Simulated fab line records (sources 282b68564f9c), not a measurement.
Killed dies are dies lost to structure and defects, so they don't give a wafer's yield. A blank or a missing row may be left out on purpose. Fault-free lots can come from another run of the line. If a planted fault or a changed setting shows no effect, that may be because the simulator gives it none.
Which of the tools did it?    flow rit_cmos    Sampling: 13 lots, 39 wafers, 3 of 202 route steps

WHAT THE GAUGES READ, wafer by wafer
RIT_ACTIVE_CD_MEAS_90: target cd 1400 nm. Usual: cd_nm 1399.5 nm, standard deviation 2.4.
lot   measured     on         cd_nm (nm)            flag
L179  day 1 20:08  cd_sem-02  1403.6 1402.8 1402.9  
L180  day 2 01:13  cd_sem-02  1397.8 1397.6 1399.2  
L181  day 2 06:12  cd_sem-01  1398.8 1398.6 1397.9  
L183  day 2 16:10  cd_sem-02  1399.4 1401.5 1399.9  
L184  day 2 21:02  cd_sem-01  1403.2 1400.7 1401.8  
L187  day 3 12:04  cd_sem-01  1397.3 1397.8 1398.9  
L190  day 4 03:05  cd_sem-02  1399.5 1399.5 1399.9  
L192  day 4 13:08  cd_sem-01  1401.5 1400.0 1403.6  
L194  day 4 23:02  cd_sem-02  1402.4 1402.8 1403.3  
L195  day 5 04:10  cd_sem-01  1397.6 1397.2 1399.2  
L196  day 5 09:11  cd_sem-02  1394.0 1394.0 1393.3  
L199  day 6 00:01  cd_sem-02  1403.6 1401.0 1402.1  
L201  day 6 10:10  cd_sem-01  1399.8 1398.6 1396.6  

RIT_PWELL_TW_MEAS_10. Usual: PWELL_TW typically reads 962, with standard deviation 14.
lot   measured     on             PWELL_TW     flag
L179  day 2 03:41  film_metro-03  955 954 954  
L180  day 2 08:50  film_metro-02  973 970 977  
L181  day 2 13:37  film_metro-04  940 943 943  
L183  day 2 23:37  film_metro-04  945 944 942  
L184  day 3 05:10  film_metro-03  948 954 956  
L187  day 3 19:31  film_metro-02  969 972 970  
L190  day 4 10:34  film_metro-03  966 966 960  
L192  day 4 20:25  film_metro-02  977 979 976  
L194  day 5 06:37  film_metro-03  961 957 959  
L195  day 5 12:37  film_metro-02  976 973 971  
L196  day 5 16:47  film_metro-02  975 974 971  
L199  day 6 07:36  film_metro-04  938 941 936  
L201  day 6 17:40  film_metro-02  978 974 981  

WHICH TOOL RAN EACH LOT (tool, then ch and the chambers of the sampled wafers, then the start)
lot   RIT_NWELL_STRIP_09
L179  plasma_asher-04 ch 1, day 2 01:58
L180  plasma_asher-02 ch 0,1, day 2 06:55
L181  plasma_asher-03 ch 0,1, day 2 11:52
L183  plasma_asher-04 ch 0,1, day 2 21:46
L184  plasma_asher-03 ch 1, day 3 03:19
L187  plasma_asher-04 ch 0,1, day 3 17:38
L190  plasma_asher-04 ch 0,1, day 4 08:48
L192  plasma_asher-02 ch 0,1, day 4 18:41
L194  plasma_asher-02 ch 0,1, day 5 04:53
L195  plasma_asher-04 ch 0,1, day 5 10:53
L196  plasma_asher-03 ch 0,1, day 5 14:59
L199  plasma_asher-03 ch 0,1, day 6 05:45
L201  plasma_asher-02 ch 0,1, day 6 15:56
- RIT_NWELL_STRIP_09: strips in O2, time 180 s.

WHAT THE TOOLS THEMSELVES READ (means of the sampled wafers that have a number; where no wafer has one, the mark that the record gives instead)
RIT_NWELL_STRIP_09. Usual: drypump_motor_current_A 5.9 A, standard deviation 0.46; run_length_s 208.2 s, standard deviation 0.36.
lot   tool             drypump_motor_current_A (A)  run_length_s (s)  flag
L179  plasma_asher-04  5.7                          208.1             
L180  plasma_asher-02  5.5                          208.2             
L181  plasma_asher-03  6.0                          208.5             
L183  plasma_asher-04  5.8                          207.7             
L184  plasma_asher-03  5.7                          72.4              OFF
L187  plasma_asher-04  5.8                          208.1             
L190  plasma_asher-04  5.8                          207.9             
L192  plasma_asher-02  5.5                          208.2             
L194  plasma_asher-02  5.5                          208.3             
L195  plasma_asher-04  5.8                          207.9             
L196  plasma_asher-03  6.0                          208.6             
L199  plasma_asher-03  6.4                          208.2             
L201  plasma_asher-02  5.5                          208.3             

THE ANSWER, worked out from the rows above alone
Rule: a lot counts as off when the mean over its wafers that have a number is more than 3 standard deviations away from the usual mean. A lot without any number at a reading at which 4 lots or more have one is off too. Any other lot the step has rows for is counted as sound. The gauges are gone through in route order, then the tools' own readings, and for those a lot's mean is taken as printed above. The first step at which some lot is off is used, and at that step the reading that is off furthest; a lot without a number counts as furthest.
Off at RIT_NWELL_STRIP_09 (run_length_s): L184.
If a tool, at that step or one of the process steps before it, ran each lot that is off and ran no sound lot following the first of them, it fits. No candidate that was tried fits.

WHAT WAS PUT IN BY THE SIMULATOR
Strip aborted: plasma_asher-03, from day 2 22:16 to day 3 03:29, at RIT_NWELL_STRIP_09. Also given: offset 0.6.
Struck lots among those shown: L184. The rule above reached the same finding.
